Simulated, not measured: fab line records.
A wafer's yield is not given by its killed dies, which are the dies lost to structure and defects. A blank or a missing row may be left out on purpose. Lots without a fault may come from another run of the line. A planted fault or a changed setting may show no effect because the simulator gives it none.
What tool caused it? + flow ritCmos + Sampling: 14 lots, 42 wafers, 4 of 202 route steps

WHAT THE GAUGES SHOWED, per wafer
RIT_FOX1_THK_MEAS_01. Usual: for FOX1_OXIDE_THK the level is 353 nm and the standard deviation is 6.2.
| lot  | measured    | on           | FOX1_OXIDE_THK (nm) | flag |
|------|-------------|--------------|---------------------|------|
| L646 | day 1 22:04 | filmMetro-04 | 361 365 363         |      |
| L647 | day 2 04:04 | filmMetro-01 | 361 355 357         |      |
| L649 | day 2 12:50 | filmMetro-02 | 352 355 350         |      |
| L650 | day 2 17:58 | filmMetro-02 | 348 354 356         |      |
| L651 | day 2 22:51 | filmMetro-01 | 346 342 350         |      |
| L652 | day 3 04:40 | filmMetro-02 | 353 344 349         |      |
| L655 | day 3 18:57 | filmMetro-04 | 349 350 354         |      |
| L656 | day 3 23:56 | filmMetro-04 | 359 357 355         |      |
| L657 | day 4 05:18 | filmMetro-01 | 341 338 339         |      |
| L658 | day 4 09:50 | filmMetro-04 | 304 303 300         | OFF  |
| L659 | day 4 15:12 | filmMetro-01 | 305 301 308         | OFF  |
| L660 | day 4 19:56 | filmMetro-01 | 348 352 349         |      |
| L666 | day 6 01:50 | filmMetro-01 | 364 363 362         |      |
| L668 | day 6 13:23 | filmMetro-01 | 354 357 362         |      |

RIT_FOX2_THK_MEAS_01. Usual: for FOX2_OXIDE_THK the level is 349 nm and the standard deviation is 7.4.
| lot  | measured    | on           | FOX2_OXIDE_THK (nm) | flag |
|------|-------------|--------------|---------------------|------|
| L646 | day 1 23:34 | filmMetro-01 | 344 349 346         |      |
| L647 | day 2 06:08 | filmMetro-04 | 356 356 353         |      |
| L649 | day 2 15:22 | filmMetro-04 | 345 350 352         |      |
| L650 | day 2 20:46 | filmMetro-01 | 340 340 341         |      |
| L651 | day 3 00:21 | filmMetro-01 | 362 359 361         |      |
| L652 | day 3 06:35 | filmMetro-01 | 362 357 350         |      |
| L655 | day 3 20:26 | filmMetro-03 | 341 344 344         |      |
| L656 | day 4 01:26 | filmMetro-01 | 345 346 347         |      |
| L657 | day 4 06:47 | filmMetro-01 | 352 360 358         |      |
| L658 | day 4 11:20 | filmMetro-03 | 356 353 354         |      |
| L659 | day 4 16:41 | filmMetro-01 | 350 348 348         |      |
| L660 | day 4 21:26 | filmMetro-01 | 352 348 349         |      |
| L666 | day 6 03:20 | filmMetro-04 | 350 347 352         |      |
| L668 | day 6 15:56 | filmMetro-04 | 361 361 358         |      |

RIT_NRETRO_TW_MEAS_10. Usual: for NRETRO_TW the level is 1048 and the standard deviation is 5.9.
| lot  | measured    | on           | NRETRO_TW      | flag |
|------|-------------|--------------|----------------|------|
| L646 | day 2 10:53 | filmMetro-02 | 1044 1044 1039 |      |
| L647 | day 2 16:59 | filmMetro-04 | 1042 1047 1037 |      |
| L649 | day 3 03:35 | filmMetro-02 | 1053 1047 1048 |      |
| L650 | day 3 08:00 | filmMetro-04 | 1060 1055 1054 |      |
| L651 | day 3 11:34 | filmMetro-04 | 1048 1055 1056 |      |
| L652 | day 3 17:46 | filmMetro-04 | 1054 1051 1058 |      |
| L655 | day 4 07:47 | filmMetro-04 | 1041 1043 1043 |      |
| L656 | day 4 12:44 | filmMetro-04 | 1048 1048 1038 |      |
| L657 | day 4 17:46 | filmMetro-02 | 1057 1056 1058 |      |
| L658 | day 4 22:44 | filmMetro-04 | 1041 1040 1037 |      |
| L659 | day 5 03:49 | filmMetro-04 | 1047 1050 1051 |      |
| L660 | day 5 09:03 | filmMetro-04 | 1047 1054 1048 |      |
| L666 | day 6 15:16 | filmMetro-04 | 1044 1045 1038 |      |
| L668 | day 7 02:56 | filmMetro-02 | 1046 1042 1043 |      |

TOOL THAT RAN EACH LOT (tool first, then ch and the chambers of the sampled wafers, then the start)
| lot  | RIT_FOX1_OXIDATION_00        |
|------|------------------------------|
| L646 | furnace-01 ch 0, day 1 20:44 |
| L647 | furnace-01 ch 0, day 2 02:45 |
| L649 | furnace-04 ch 0, day 2 11:32 |
| L650 | furnace-01 ch 0, day 2 16:39 |
| L651 | furnace-01 ch 0, day 2 21:32 |
| L652 | furnace-03 ch 0, day 3 03:22 |
| L655 | furnace-01 ch 0, day 3 17:38 |
| L656 | furnace-04 ch 0, day 3 22:38 |
| L657 | furnace-04 ch 0, day 4 03:59 |
| L658 | furnace-04 ch 0, day 4 08:30 |
| L659 | furnace-04 ch 0, day 4 13:53 |
| L660 | furnace-01 ch 0, day 4 18:38 |
| L666 | furnace-03 ch 0, day 6 00:31 |
| L668 | furnace-03 ch 0, day 6 12:03 |
- RIT_FOX1_OXIDATION_00: target thk 350.7 nm, ox time 1130 s.

WHAT THE TOOLS THEMSELVES READ (means of the sampled wafers that have a number; where no wafer has one, the mark that the record gives instead)
RIT_FOX1_OXIDATION_00. Usual: 1100 C for tubeCenterTempC, sd 0.1.
| lot  | tool       | tubeCenterTempC (C) | flag |
|------|------------|---------------------|------|
| L646 | furnace-01 | 1100                |      |
| L647 | furnace-01 | 1100                |      |
| L649 | furnace-04 | 1100                |      |
| L650 | furnace-01 | 1100                |      |
| L651 | furnace-01 | 1100                |      |
| L652 | furnace-03 | 1100                |      |
| L655 | furnace-01 | 1100                |      |
| L656 | furnace-04 | 1100                |      |
| L657 | furnace-04 | 1100                |      |
| L658 | furnace-04 | 1100                |      |
| L659 | furnace-04 | 1100                |      |
| L660 | furnace-01 | 1100                |      |
| L666 | furnace-03 | 1100                |      |
| L668 | furnace-03 | 1100                |      |

THE ANSWER, worked out from the rows above alone
Rule: take the mean of a lot's wafers that have a number; if it is more than 3 standard deviations from the usual mean, the lot is off. A lot without any number at a reading at which 4 lots or more have one is off too. Where the step has rows for the other lots, those lots are counted as sound. Order of review: gauges by route order, followed by the tools' own readings, for which a lot's mean as printed above is used. At the first step where some lot is off, the reading lying furthest off is the one used; lots without a number count as furthest.
Off: at RIT_FOX1_THK_MEAS_01 (FOX1_OXIDE_THK), L658, L659.
If a tool, at a process step before that reading, ran all the lots that are off and no sound lot after the first of them, it fits. The gauges at RIT_FOX1_THK_MEAS_01 are tried like those tools. One fits: RIT_FOX1_OXIDATION_00 on furnace-04. A fault onset in the window from L657 (day 4 03:59, its last sound lot) to L658 (day 4 08:30, its first lot off) fits.

WHAT THE SIMULATOR HAD PUT IN
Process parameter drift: furnace-04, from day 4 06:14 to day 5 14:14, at RIT_FOX1_OXIDATION_00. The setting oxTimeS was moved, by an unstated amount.
Lots struck among those shown: L658, L659. The rule above found the same.
